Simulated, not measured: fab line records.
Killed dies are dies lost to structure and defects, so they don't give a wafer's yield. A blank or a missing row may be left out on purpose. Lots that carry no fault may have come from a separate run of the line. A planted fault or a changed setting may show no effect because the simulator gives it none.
fab line records    flow rit-cmos
[record] lots = 14  wafers = 42  last-day = 7
route steps=202 shown FOX1@20
lots that met no fault: taken from a fault-free run of the same line
start-h: the number of hours between the record's first day and the start of the first shown wafer of the lot    wait-h: how many hours have passed since the lot's step before this one    " unchanged from the row above    L1.1+2: a row that stands for several wafers    - no value present, or no start provided    * or withheld: withheld    < > ~ a bound
route shown NAME@n: a module of which the file shows steps, and the number in the route of the first    usual: mean/standard deviation of fault-free wafers    same: alike in all rows    chamber/n: place in a boat    sites: the reading at each site    _std_site: how widely they spread, as a standard deviation    _edge_site: inner sites' mean taken away from outer sites' mean    radius-mm: how far each site lies from the wafer's centre    mask NAME#n: copy n    behind: the last tool/chamber to shape the wafer    hold: the reason the lot was held/the length of the hold in hours/how it ended    device: transistor that didn't switch, given as n, p or np    end of line: the route-end tests of the same wafers    a step given without rows: its recipe and nothing more    killed: not the wafer's yield, but the dies lost to structure and defects at the first sort    map: a wafer's dies, x killed, . not, _ none there
set.NAME: the run value of the setting; set.NAME@STEP: its run value at that earlier step    model.NAME: the simulator's own value behind a step, which no gauge read
one table for each step of the route and one row for each wafer, over a sample of lots
services: the hour from which a tool's chamber was out of use, counted from the record's first day as start-h (under 0 if before that day), plus the number of hours and why
[[steps]]
[step RIT_FOX1_OXIDATION_00]
[recipe] temp-c = 1100  ambient = H2O  target-thk-a = 3507  p-h2o-torr = 720  ox-time-s = 1130
[usual] ox-temp-c = 1099.9/0.47  ox-temp-c-max = 1104.8/1.1  tube-center-temp-C = 1100/0.1
lot.wafer  tool        chamber  start-h  wait-h  ox-temp-c  ox-temp-c-max  tube-center-temp-C
L261.2     furnace-04  0        15.53    0.0     1100.1     1105.4         1099.8
L261.4     "           0        "        "       1099.8     1106.3         1100.1
L261.5     "           0        "        "       1100.1     1106.1         1100.2
L262.3     furnace-01  0        20.50    0.0     1100.0     1104.7         1100.1
L262.5     "           0        "        "       1099.8     1104.2         1100
L262.6     "           0        "        "       1100.1     1104.5         1100
L265.2     furnace-03  0        35.68    0.1     1099.8     1105.3         1100
L265.5     "           0        "        "       1099.5     1105.2         1100
L265.6     "           0        "        "       1100.1     1104.7         1100
L267.1     furnace-03  0        45.50    0.0     1099.9     1103.9         1100
L267.4     "           0        "        "       1099.4     1105.9         1100
L267.6     "           0        "        "       1100.0     1104.7         1099.9
L268.3     furnace-01  0        51.05    0.4     1099.6     1104.0         1100
L268.4     "           0        "        "       1099.6     1102.7         1099.8
L268.5     "           0        "        "       1099.7     1104.0         1100.1
L270.1     furnace-01  0        61.90    1.2     1098.6     1103.2         1100.3
L270.2     "           0        "        "       1099.3     1102.8         1100.1
L270.5     "           0        "        "       1100.0     1104.3         1100
L271.3     furnace-04  0        66.33    0.0     1100.7     1106.8         1100.1
L271.4     "           0        "        "       1100.4     1106.2         1099.9
L271.6     "           0        "        "       1100.6     1104.9         1099.9
L272.1     furnace-01  0        70.51    0.0     1099.6     1103.9         1100
L272.2     "           0        "        "       1099.6     1103.7         1100
L272.5     "           0        "        "       1099.7     1102.9         1100.2
L274.2     furnace-04  0        80.51    0.0     1099.4     1105.2         1100
L274.4     "           0        "        "       1100.1     1104.5         1100.1
L274.6     "           0        "        "       1099.5     1105.3         1099.9
L275.1     furnace-01  0        85.76    0.1     1100.2     1104.5         1100.1
L275.2     "           0        "        "       1100.6     1104.3         1100
L275.5     "           0        "        "       1101.2     1105.5         1100
L279.1     furnace-01  -        105.51   0.0     -          -              -
L279.3     "           -        "        "       -          -              -
L279.4     "           -        "        "       -          -              -
L280.1     furnace-01  -        112.90   2.3     -          -              -
L280.2     "           -        "        "       -          -              -
L280.6     "           -        "        "       -          -              -
L283.1     furnace-04  0        125.92   0.3     1100.4     1105.1         1099.9
L283.2     "           0        "        "       1099.7     1104.0         1099.9
L283.6     "           0        "        "       1100.5     1106.1         1099.9
L284.2     furnace-04  0        132.84   1.8     1099.8     1106.9         1100
L284.3     "           0        "        "       1100.3     1105.1         1099.8
L284.4     "           0        "        "       1099.3     1104.8         1099.8
[[services]]
tool        chamber  start-h  hours  kind
furnace-03  -        19.71    4.3    pm
furnace-01  -        38.43    3.4    pm
furnace-03  -        83.65    2.4    pm
furnace-01  -        119.41   23.6   repair
[[key]]
[first-sign] step = RIT_FOX1_OXIDATION_00  reading = tool-record  direction = missing
effect none on later readings
met-at RIT_FOX1_OXIDATION_00
struck-lots L279,L280
later-rows-left-out L279.1,L279.3,L279.4,L280.1,L280.2,L280.6
sort-left-out L279.1,L279.3,L279.4,L280.1,L280.2,L280.6
tester-left-out L279,L280
onset-between 85.76 105.51
[fault] kind = skipped-step-whole  tool = furnace-01  chamber = -  onset-h = 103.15  steps = RIT_FOX1_OXIDATION_00  scope = struck-lots-only
// tester-left-out: of these lots the tester's yield and bins aren't shown, on N5 and GAA mostly nor the transistor test; their killed dies are dies lost to structure and defects alone, not to doping, threshold or leakage, so they don't give the yield
// sort-left-out: the simulated sort isn't trusted on such a fault, so these wafers' sort isn't shown, and their yield isn't known
// later-rows-left-out: the simulator's readings of these wafers behind a module that went badly wrong aren't trusted and aren't shown, but for the sort
